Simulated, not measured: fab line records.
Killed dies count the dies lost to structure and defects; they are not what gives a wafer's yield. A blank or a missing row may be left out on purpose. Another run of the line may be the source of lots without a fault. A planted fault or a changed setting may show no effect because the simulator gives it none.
fab line records    flow berkeley-cmos170
[record] lots = 14  wafers = 42  last-day = 13
route steps=331 shown NWELL@30 PLDD@156 NSD@192 V1@255
lots untouched by any fault: they come from a run of this same line in which no faults occurred
start-h: hours from the record's opening day to when the first of the lot's shown wafers began    wait-h: how many hours have passed since the lot's step before this one    " repeats the value in the row above    L1.1+2: a single row standing in for several wafers    - no value, or no start was given    * or withheld: withheld    < > ~ a bound
route shown NAME@n: NAME is a module with steps in the file, n the number in the route of the first one    usual: mean/standard deviation of fault-free wafers    same: alike in all rows    chamber/n: place in a boat    sites: the reading at each site    _std_site: how widely they spread, as a standard deviation    _edge_site: mean of outer sites minus mean of inner sites    radius-mm: how far each site lies from the wafer's centre    mask NAME#n: copy n    behind: the tool/chamber that last shaped the wafer    hold: the reason the lot was held/the length of the hold in hours/how it ended    device: names the non-switching transistor (n, p or np)    end of line: at the end of the route, the tests of the same wafers    where a step has no rows: the recipe by itself    killed: at the first sort, the dies lost to defects and structure; wafer yield is something else    map: a wafer's dies, marking killed ones x, the rest . and places with no die _
set.NAME: the run value of the setting; set.NAME@STEP: its run value at that earlier step    model.NAME: the simulator's own value behind a step, which no gauge read
route steps across a sampled set of lots; one table per step, one row per wafer
[[steps]]
[step UCB170_NWELL_TW_MEAS_16]
[usual] NWELL_TW = 1248/17
lot.wafer  tool           chamber  start-h  wait-h  NWELL_TW
L209.3     film-metro-03  -        40.61    0.1     1232
L209.4     "              -        "        "       1231
L209.6     "              -        "        "       1241
L210.2     film-metro-04  -        50.12    0.1     1271
L210.3     "              -        "        "       1266
L210.5     "              -        "        "       1265
L211.1     film-metro-01  -        50.39    0.1     1235
L211.5     "              -        "        "       1229
L211.6     "              -        "        "       1233
L212.1     film-metro-01  -        61.80    0.1     1234
L212.3     "              -        "        "       1240
L212.5     "              -        "        "       1231
L213.4     film-metro-04  -        62.07    0.1     1267
L213.5     "              -        "        "       1265
L213.6     "              -        "        "       1269
L214.2     film-metro-03  -        71.11    0.1     1222
L214.4     "              -        "        "       1224
L214.5     "              -        "        "       1225
L216.1     film-metro-03  -        78.62    0.1     1226
L216.2     "              -        "        "       1221
L216.3     "              -        "        "       1225
L217.1     film-metro-01  -        78.86    0.1     1233
L217.3     "              -        "        "       1240
L217.5     "              -        "        "       1239
L218.1     film-metro-04  -        86.71    0.1     1271
L218.2     "              -        "        "       1264
L218.5     "              -        "        "       1264
L219.2     film-metro-04  -        86.91    0.1     1269
L219.3     "              -        "        "       1271
L219.6     "              -        "        "       1265
L220.1     film-metro-03  -        101.89   0.1     1229
L220.2     "              -        "        "       1225
L220.3     "              -        "        "       1228
L222.3     film-metro-04  -        110.05   0.1     1270
L222.4     "              -        "        "       1261
L222.6     "              -        "        "       1265
L228.1     film-metro-01  -        144.24   0.1     1240
L228.4     "              -        "        "       1243
L228.5     "              -        "        "       1240
L231.2     film-metro-04  -        153.79   0.1     1251
L231.5     "              -        "        "       1256
L231.6     "              -        "        "       1257
[step UCB170_PLDD_TW_MEAS_11]
[usual] PLDD_TW = 1006/10
lot.wafer  tool           chamber  start-h  wait-h  PLDD_TW
L209.3     film-metro-03  -        165.14   0.1     993
L209.4     "              -        "        "       995
L209.6     "              -        "        "       992
L210.2     film-metro-01  -        172.39   0.1     1008
L210.3     "              -        "        "       1009
L210.5     "              -        "        "       1007
L211.1     film-metro-02  -        172.49   0.1     1011
L211.5     "              -        "        "       1014
L211.6     "              -        "        "       1017
L213.4     film-metro-02  -        181.44   0.1     1013
L213.5     "              -        "        "       1017
L213.6     "              -        "        "       1017
L212.1     film-metro-03  -        181.65   0.1     992
L212.3     "              -        "        "       993
L212.5     "              -        "        "       993
L214.2     film-metro-03  -        192.74   0.1     997
L214.4     "              -        "        "       995
L214.5     "              -        "        "       997
L216.1     film-metro-03  -        198.15   0.1     999
L216.2     "              -        "        "       996
L216.3     "              -        "        "       998
L217.1     film-metro-01  -        198.24   0.1     1002
L217.3     "              -        "        "       999
L217.5     "              -        "        "       999
L219.2     film-metro-02  -        209.66   0.1     1021
L219.3     "              -        "        "       1021
L219.6     "              -        "        "       1019
L218.1     film-metro-02  -        209.96   0.1     1020
L218.2     "              -        "        "       1016
L218.5     "              -        "        "       1019
L222.3     film-metro-01  -        222.40   0.1     999
L222.4     "              -        "        "       1005
L222.6     "              -        "        "       1003
L220.1     film-metro-01  -        222.49   0.1     1005
L220.2     "              -        "        "       1008
L220.3     "              -        "        "       1005
L228.1     film-metro-03  -        257.53   0.1     992
L228.4     "              -        "        "       995
L228.5     "              -        "        "       998
L231.2     film-metro-03  -        259.84   0.1     1000
L231.5     "              -        "        "       997
L231.6     "              -        "        "       1000
[step UCB170_NSD_DEVELOP_05]
[recipe] developer = TMAH  develop-time-s = 45  resist = KrF  dev-temp-c = 21
[usual] developer-temp-C = 21.03/0.11
lot.wafer  tool            chamber  start-h  wait-h  developer-temp-C
L209.3     litho-track-02  0        182      -       21.27
L209.4     "               0        "        "       21.09
L209.6     "               0        "        "       21.01
L210.2     litho-track-03  0        185      -       20.95
L210.3     "               0        "        "       21.14
L210.5     "               0        "        "       20.96
L211.1     litho-track-01  0        185      -       21.12
L211.5     "               0        "        "       21.19
L211.6     "               0        "        "       21.02
L213.4     litho-track-03  0        192      -       20.83
L213.5     "               0        "        "       20.98
L213.6     "               0        "        "       21.07
L212.1     litho-track-01  0        192      -       21.07
L212.3     "               0        193      -       20.97
L212.5     "               0        "        "       20.94
L214.2     litho-track-01  0        208      -       20.99
L214.4     "               0        "        "       21.02
L214.5     "               0        "        "       21.03
L216.1     litho-track-03  0        210      -       20.94
L216.2     "               0        "        "       21.06
L216.3     "               0        "        "       21.04
L217.1     litho-track-02  0        210      -       21.00
L217.3     "               0        "        "       20.98
L217.5     "               0        "        "       21.12
L219.2     litho-track-01  0        221      -       21.00
L219.3     "               0        "        "       20.92
L219.6     "               0        "        "       21.03
L218.1     litho-track-01  0        221      -       21.05
L218.2     "               0        "        "       21.03
L218.5     "               0        "        "       21.11
L220.1     litho-track-02  0        233      -       20.90
L220.2     "               0        "        "       21.06
L220.3     "               0        "        "       21.05
L222.3     litho-track-03  0        233      -       20.88
L222.4     "               0        "        "       20.90
L222.6     "               0        "        "       21.00
L228.1     litho-track-02  0        274      -       23.19
L228.4     "               0        "        "       23.02
L228.5     "               0        "        "       23.00
L231.2     litho-track-02  0        275      -       23.18
L231.5     "               0        "        "       23.10
L231.6     "               0        "        "       23.25
[step UCB170_V1_THK_MEAS_01]
[recipe] reads = SiO2_of_V1_CVD_00
[usual] V1_TEOS_THK = 2010/24
lot.wafer  tool           chamber  start-h  wait-h  V1_TEOS_THK[nm]
L209.3     film-metro-04  -        192.44   0.1     1990
L209.4     "              -        "        "       2019
L209.6     "              -        "        "       2024
L210.2     film-metro-04  -        199.09   0.1     2012
L210.3     "              -        "        "       1985
L210.5     "              -        "        "       2014
L211.1     film-metro-03  -        200.50   0.2     2009
L211.5     "              -        "        "       2007
L211.6     "              -        "        "       2021
L213.4     film-metro-01  -        203.93   0.0     2024
L213.5     "              -        "        "       2031
L213.6     "              -        "        "       2020
L212.1     film-metro-04  -        212.05   0.1     1982
L212.3     "              -        "        "       1981
L212.5     "              -        "        "       1984
L214.2     film-metro-04  -        221.85   0.1     1990
L214.4     "              -        "        "       2046
L214.5     "              -        "        "       2038
L216.1     film-metro-03  -        224.45   0.1     2005
L216.2     "              -        "        "       2024
L216.3     "              -        "        "       1994
L217.1     film-metro-04  -        225.78   0.1     1965
L217.3     "              -        "        "       1995
L217.5     "              -        "        "       2027
L218.1     film-metro-04  -        234.23   0.1     1980
L218.2     "              -        "        "       1992
L218.5     "              -        "        "       1998
L219.2     film-metro-04  -        235.57   0.1     1974
L219.3     "              -        "        "       1977
L219.6     "              -        "        "       2020
L220.1     film-metro-04  -        245.73   0.1     1959
L220.2     "              -        "        "       1949
L220.3     "              -        "        "       1993
L222.3     film-metro-04  -        248.42   0.1     2037
L222.4     "              -        "        "       2030
L222.6     "              -        "        "       2030
L228.1     film-metro-04  -        287.15   0.1     2010
L228.4     "              -        "        "       2026
L228.5     "              -        "        "       2048
L231.2     film-metro-04  -        288.50   0.1     1988
L231.5     "              -        "        "       2044
L231.6     "              -        "        "       2028
[[key]]
[first-sign] step = UCB170_NSD_DEVELOP_05  reading = developer-temp-C  direction = up  sigmas = 19  usual = *  struck = *
effect none on later readings
met-at UCB170_NSD_DEVELOP_05
struck-lots L228,L231
tester-left-out L228,L231
[loop-trim] step = UCB170_NSD_EXPOSE_03  setting = dose  lots = L231
not-acting-at UCB170_NWELL_TW_MEAS_16,UCB170_PLDD_TW_MEAS_11,UCB170_V1_THK_MEAS_01
[fault] kind = process-parameter-drift  tool = litho-track-02  chamber = -  onset-h = 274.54  steps = UCB170_NSD_DEVELOP_05  channel = dev-temp-c  offset = *  shape = step  end-h = 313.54  acts-in = *  stated = *
// tester-left-out: of these lots the tester's yield and bins aren't shown, on N5 and GAA mostly nor the transistor test; their killed dies are dies lost to structure and defects alone, not to doping, threshold or leakage, so they don't give the yield
// loop-trim: a control loop set the setting to another value than it would have without faults
